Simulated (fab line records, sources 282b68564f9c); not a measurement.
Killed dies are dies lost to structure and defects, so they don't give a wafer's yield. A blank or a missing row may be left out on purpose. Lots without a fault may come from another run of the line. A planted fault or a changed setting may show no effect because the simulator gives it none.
One fault seen from 2 desks | flow rit_cmos | each desk has only its own numbers; what lay behind them comes last

THE METROLOGY DESK
What the gauges read, lot by lot, whatever tool the lot ran on: means of the sampled wafers that have a number. A lot is out of limits, marked OUT, if its mean lies more than 4 standard deviations from the usual mean; the brackets give that distance.
Columns: A = FOX2_OXIDE_THK at RIT_FOX2_THK_MEAS_01, usual 349 nm; B = FIELD_OXIDE_LEFT_1_THK at RIT_FOX2_THK_MEAS_90, usual 321 nm; C = FIELD_OXIDE_LEFT_2_THK at RIT_FOX2_THK_MEAS_91, usual 254 nm
lot  | first seen here | A              | B              | C
L544 | day 1 21:01     | 343            | 316            | 247
L545 | day 2 01:07     | 342            | 315            | 247
L546 | day 2 05:02     | 347            | 320            | 252
L547 | day 2 10:37     | 354            | 327            | 259
L548 | day 2 17:59     | 358            | 330            | 262
L549 | day 2 21:38     | 348            | 321            | 253
L552 | day 3 12:08     | 352            | 325            | 258
L554 | day 3 20:28     | 364            | 336            | 269
L555 | day 4 01:27     | 413 (+8.8) OUT | 387 (+9.0) OUT | 319 (+8.7) OUT
L556 | day 4 13:54     | 340            | 313            | 245
L557 | day 4 20:44     | 346            | 319            | 251
L558 | day 4 23:34     | 400 (+7.0) OUT | 373 (+7.1) OUT | 306 (+7.0) OUT
L559 | day 5 03:26     | 406 (+7.8) OUT | 378 (+7.9) OUT | 309 (+7.5) OUT
L560 | day 5 08:46     | 344            | 317            | 249
L567 | day 6 16:21     | 353            | 325            | 258
This desk's finding: out of limits on L555, L558, L559; first on L555, day 4 01:27 (FOX2_OXIDE_THK at RIT_FOX2_THK_MEAS_01). In limits: L544, L545, L546, L547, L548, L549, L552, L554, L556, L557, L560, L567.

THE TOOL OWNER'S DESK: furnace-03
The tool's own readings at RIT_FOX2_OXIDATION_00 (target thk 350.7 nm, ox time 1130 s): means of the sampled wafers that have a number, for each lot that ran on this tool. A lot is out of limits, marked OUT, if its mean lies more than 4 standard deviations from the usual mean; the brackets give that distance.
Columns: A = spike_tc_centre_C at RIT_FOX2_OXIDATION_00, usual 1103.7 C; B = spike_tc_load_C at RIT_FOX2_OXIDATION_00, usual 1125.3 C; C = spike_tc_source_C at RIT_FOX2_OXIDATION_00, usual 1125.6 C; D = tube_center_temp_C at RIT_FOX2_OXIDATION_00, usual 1100 C; E = tube_center_temp_C_max at RIT_FOX2_OXIDATION_00, usual 1102.8
lot  | first seen here | A                | B                | C                | D                      | E
L544 | day 1 19:42     | 1104.7           | 1124.7           | 1126.7           | 1100                   | 1103.0
L548 | day 2 16:40     | 1104.6           | 1125.1           | 1125.5           | 1100                   | 1102.8
L552 | day 3 10:49     | 1103.8           | 1126.3           | 1125.3           | 1100                   | 1102.9
L554 | day 3 19:08     | 1105.4           | 1125.5           | 1126.6           | 1100                   | 1102.5
L555 | day 4 00:08     | 1140.0 (+28) OUT | 1160.2 (+17) OUT | 1161.9 (+33) OUT | 1135 (+99 or more) OUT | 1138.1 (+91) OUT
L558 | day 4 22:15     | 1140.2 (+28) OUT | 1160.3 (+18) OUT | 1161.5 (+33) OUT | 1135 (+99 or more) OUT | 1137.9 (+90) OUT
L559 | day 5 02:07     | 1139.6 (+28) OUT | 1159.9 (+17) OUT | 1160.6 (+32) OUT | 1135 (+99 or more) OUT | 1137.8 (+90) OUT
This desk's finding: out of limits on L555, L558, L559; first on L555, day 4 00:08 (spike_tc_centre_C at RIT_FOX2_OXIDATION_00). In limits: L544, L548, L552, L554.

PUT TOGETHER
The tool owner's desk could have raised an alarm at day 4 00:08, on L555, L558, L559.
The metrology desk could have raised an alarm at day 4 01:27, on L555, L558, L559.
Of the lots named, all ran RIT_FOX2_OXIDATION_00 on furnace-03.

WHAT THE SIMULATOR HAD PUT IN
Process parameter drift: furnace-03, from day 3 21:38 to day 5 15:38, at RIT_FOX2_OXIDATION_00. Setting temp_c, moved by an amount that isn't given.
Lots struck among those shown: L555, L558, L559.
Hours from the fault's start to each desk's first reading out of limits: the tool owner's desk, 2; the metrology desk, 4.
